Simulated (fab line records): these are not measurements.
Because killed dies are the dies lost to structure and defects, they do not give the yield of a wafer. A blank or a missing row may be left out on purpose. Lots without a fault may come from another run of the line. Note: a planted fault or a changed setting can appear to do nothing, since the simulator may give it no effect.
2 desks looking at one fault + flow berkeleyCmos170 + what lay behind the numbers comes last; until then each desk has only its own

== METROLOGY DESK ==
Means of the sampled wafers that have a number, per lot and without regard to the tool the lot ran on: this is what the gauges read. A lot is out of limits, marked OUT, if its mean lies more than 4 standard deviations from the usual mean; the brackets give that distance.
Columns: A = NLDD_TW at UCB170_NLDD_TW_MEAS_11, usual 2209; B = cdNm at UCB170_NSD_CD_MEAS_06, usual 1199.8 nm; C = M2_AL_RS at UCB170_M2_RS_MEAS_02, usual 0.0322 ohm/sq; D = M2_AL_THK at UCB170_M2_THK_MEAS_03, usual 919 nm
| lot  | first seen here | A    | B      | C                 | D               |
|------|-----------------|------|--------|-------------------|-----------------|
| L149 | day 7 12:56     | 2231 | 1199.5 | 0.0324            | 913             |
| L150 | day 7 13:13     | 2232 | 1201.8 | 0.0329            | 891             |
| L147 | day 7 13:38     | 2229 | 1200.4 | 0.0329            | 908             |
| L152 | day 8 01:16     | 2209 | 1201.5 | 0.0323            | 912             |
| L151 | day 8 01:59     | 2188 | 1199.2 | 0.0323            | 913             |
| L153 | day 8 17:29     | 2210 | 1197.9 | 0.0323            | 917             |
| L154 | day 8 18:28     | 2193 | 1200.7 | 0.0318            | 928             |
| L158 | day 9 10:59     | 2221 | 1201.8 | 0.0320            | 933             |
| L157 | day 9 12:41     | 2229 | 1199.4 | 0.0329            | 895             |
| L160 | day 10 03:07    | 2214 | 1197.7 | 0.0318            | 928             |
| L161 | day 10 03:13    | 2218 | 1201.6 | 0.0292 (-7.7) OUT | 1032 (+9.4) OUT |
| L167 | day 11 06:43    | 2207 | 1198.5 | 0.0315            | 933             |
| L169 | day 11 19:28    | 2169 | 1199.6 | 0.0320            | 922             |
Finding of this desk: L161 out of limits, first seen on L161 at day 11 07:14 (M2_AL_RS at UCB170_M2_RS_MEAS_02). L149, L150, L147, L152, L151, L153, L154, L158, L157, L160, L167, L169: within limits.

== DESK OF THE TOOL OWNER: pvdSputter-04 ==
The tool's own readings at UCB170_M2_SPUTTER_01 (material Al, target thk 900 nm, time 120 s): means of the sampled wafers that have a number, for each lot that ran on this tool. A lot is out of limits, marked OUT, if its mean lies more than 4 standard deviations from the usual mean; the brackets give that distance.
Columns: A = throttleValvePct at UCB170_M2_SPUTTER_01, usual 29.7 %
| lot  | first seen here | A    |
|------|-----------------|------|
| L151 | day 9 05:11     | 28.9 |
| L154 | day 10 01:43    | 29.4 |
| L161 | day 11 07:09    | 29.1 |
This desk's finding: nothing out of limits on any of the 3 lots.

== PUT TOGETHER ==
L161 would have let the metrology desk raise an alarm at day 11 07:14.
The tool owner's desk saw nothing out of limits.
Tool owner's desk: L161 on record, inside its limits.
The lots listed all ran UCB170_M2_SPUTTER_01 on pvdSputter-04.

== WHAT HAD BEEN PUT IN BY THE SIMULATOR ==
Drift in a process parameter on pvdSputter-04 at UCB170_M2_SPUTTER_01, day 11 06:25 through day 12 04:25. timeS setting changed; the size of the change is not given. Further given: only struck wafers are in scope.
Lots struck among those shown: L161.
Delay in hours, fault start to first out-of-limits reading, per desk: metrology desk 1.
